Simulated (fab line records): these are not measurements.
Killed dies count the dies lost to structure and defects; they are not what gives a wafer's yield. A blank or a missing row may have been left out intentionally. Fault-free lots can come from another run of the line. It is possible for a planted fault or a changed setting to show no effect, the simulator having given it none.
What tool caused it? + flow ritCmos + 14 lots with 42 wafers sampled at 2 steps, on a route of 202 steps

== WHAT THE GAUGES SHOWED, per wafer ==
RIT_SPACER_THK_MEAS_04. Usual: SPACER_NITRIDE_THK gives 250.1 nm (standard deviation 2.7).
| lot  | measured    | on           | SPACER_NITRIDE_THK (nm) | flag |
|------|-------------|--------------|-------------------------|------|
| L821 | day 3 05:53 | filmMetro-02 | 247.3 250.5 248.2       |      |
| L822 | day 3 06:58 | filmMetro-04 | 245.6 244.6 245.8       |      |
| L823 | day 3 19:32 | filmMetro-03 | 251.8 252.5 250.8       |      |
| L824 | day 3 21:14 | filmMetro-02 | 247.7 247.3 247.1       |      |
| L826 | day 4 11:41 | filmMetro-02 | 255.5 253.5 253.2       |      |
| L827 | day 4 18:44 | filmMetro-03 | 248.4 250.2 251.4       |      |
| L828 | day 4 21:14 | filmMetro-03 | 250.4 251.5 249.3       |      |
| L830 | day 5 01:46 | filmMetro-02 | 250.0 248.5 248.3       |      |
| L831 | day 5 06:02 | filmMetro-02 | 243.9 245.0 246.4       |      |
| L832 | day 5 12:40 | filmMetro-03 | 248.8 251.2 250.0       |      |
| L836 | day 6 05:26 | filmMetro-02 | 159.9 158.7 159.5       | OFF  |
| L837 | day 6 09:07 | filmMetro-02 | 251.6 251.8 248.9       |      |
| L840 | day 7 01:39 | filmMetro-04 | 158.2 157.3 159.9       | OFF  |
| L843 | day 7 21:02 | filmMetro-03 | 250.2 249.0 251.1       |      |

== EACH LOT AND THE TOOL THAT RAN IT (in order: tool; ch and the chambers of the sampled wafers; start) ==
| lot  | RIT_SPACER_CVD_03          |
|------|----------------------------|
| L821 | lpcvd-01 ch 0, day 3 03:58 |
| L822 | lpcvd-02 ch 0, day 3 05:04 |
| L823 | lpcvd-02 ch 0, day 3 17:37 |
| L824 | lpcvd-01 ch 1, day 3 19:19 |
| L826 | lpcvd-02 ch 0, day 4 09:46 |
| L827 | lpcvd-01 ch 0, day 4 16:49 |
| L828 | lpcvd-02 ch 0, day 4 18:22 |
| L830 | lpcvd-02 ch 0, day 4 23:50 |
| L831 | lpcvd-02 ch 1, day 5 04:05 |
| L832 | lpcvd-01 ch 0, day 5 10:45 |
| L836 | lpcvd-02 ch 0, day 6 03:31 |
| L837 | lpcvd-01 ch 0, day 6 07:11 |
| L840 | lpcvd-02 ch 0, day 6 23:44 |
| L843 | lpcvd-01 ch 1, day 7 19:05 |
- RIT_SPACER_CVD_03: deposits Si3N4 from SiH2Cl2/NH3, target thk 250 nm, time 3300 s.

== AS READ BY THE TOOLS THEMSELVES (means over the sampled wafers that have a number; for cases with no such wafer, the mark the record gives instead) ==
RIT_SPACER_CVD_03. Usual: spikeTcCentreC 812.7 C, standard deviation 1.4; spikeTcLoadC 832.5 C, standard deviation 2.2; spikeTcSourceC 830.0 C, standard deviation 2.9; susceptorTempC 810.0 C, standard deviation 0.38.
| lot  | tool     | spikeTcCentreC (C) | spikeTcLoadC (C) | spikeTcSourceC (C) | susceptorTempC (C) | flag |
|------|----------|--------------------|------------------|--------------------|--------------------|------|
| L821 | lpcvd-01 | 812.2              | 830.9            | 830.5              | 810.3              |      |
| L822 | lpcvd-02 | 813.0              | 835.4            | 825.5              | 809.9              |      |
| L823 | lpcvd-02 | 815.0              | 835.2            | 826.0              | 809.9              |      |
| L824 | lpcvd-01 | 811.5              | 832.0            | 830.2              | 810.3              |      |
| L826 | lpcvd-02 | 814.0              | 835.2            | 827.5              | 809.9              |      |
| L827 | lpcvd-01 | 811.9              | 830.3            | 831.3              | 809.7              |      |
| L828 | lpcvd-02 | 814.1              | 834.5            | 826.1              | 809.8              |      |
| L830 | lpcvd-02 | 813.3              | 835.3            | 826.7              | 810.2              |      |
| L831 | lpcvd-02 | 811.6              | 832.1            | 833.6              | 810.1              |      |
| L832 | lpcvd-01 | 812.2              | 829.5            | 831.4              | 810.0              |      |
| L836 | lpcvd-02 | 787.8              | 809.2            | 801.4              | 784.8              | OFF  |
| L837 | lpcvd-01 | 811.0              | 828.6            | 831.4              | 810.0              |      |
| L840 | lpcvd-02 | 789.5              | 809.7            | 800.3              | 784.2              | OFF  |
| L843 | lpcvd-01 | 812.2              | 831.7            | 830.3              | 810.0              |      |

== THE ANSWER, worked out from the rows above alone ==
Rule: lot off if the mean of its wafers having a number is beyond 3 standard deviations from the usual mean. A lot without any number at a reading at which 4 lots or more have one is off too. All remaining lots with rows at the step are treated as sound. Order of review: gauges by route order, followed by the tools' own readings, for which a lot's mean as printed above is used. The first step at which some lot is off is used, and at that step the reading that is off furthest; a lot without a number counts as furthest.
Off: L836, L840, seen at RIT_SPACER_THK_MEAS_04 (SPACER_NITRIDE_THK).
A tool fits if, at a process step before that reading, it ran every lot that is off, and no sound lot after the first of them. Not tried: the gauges at RIT_SPACER_THK_MEAS_04; whatever is off there is also off at RIT_SPACER_CVD_03, on other tools, and gauge error can't account for it. One fits: RIT_SPACER_CVD_03 on lpcvd-02. A fault onset in the window from L831 (day 5 04:05, its last sound lot) to L836 (day 6 03:31, its first lot off) fits.
The tool's own readings at RIT_SPACER_CVD_03 bear it out: on the lots that are off they differ by more than 5 times the standard deviation of the sound lots' means. spikeTcCentreC reads 788.6 C there against 812.7 C on the sound lots; spikeTcLoadC reads 809.5 C there against 832.6 C on the sound lots; spikeTcSourceC reads 800.8 C there against 829.2 C on the sound lots; susceptorTempC reads 784.5 C there against 810.0 C on the sound lots.

== WHAT THE SIMULATOR HAD PUT IN ==
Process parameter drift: lpcvd-02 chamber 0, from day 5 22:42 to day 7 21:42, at RIT_SPACER_CVD_03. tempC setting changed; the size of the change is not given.
Struck lots among those shown: L836, L840. Same finding as the rule above.
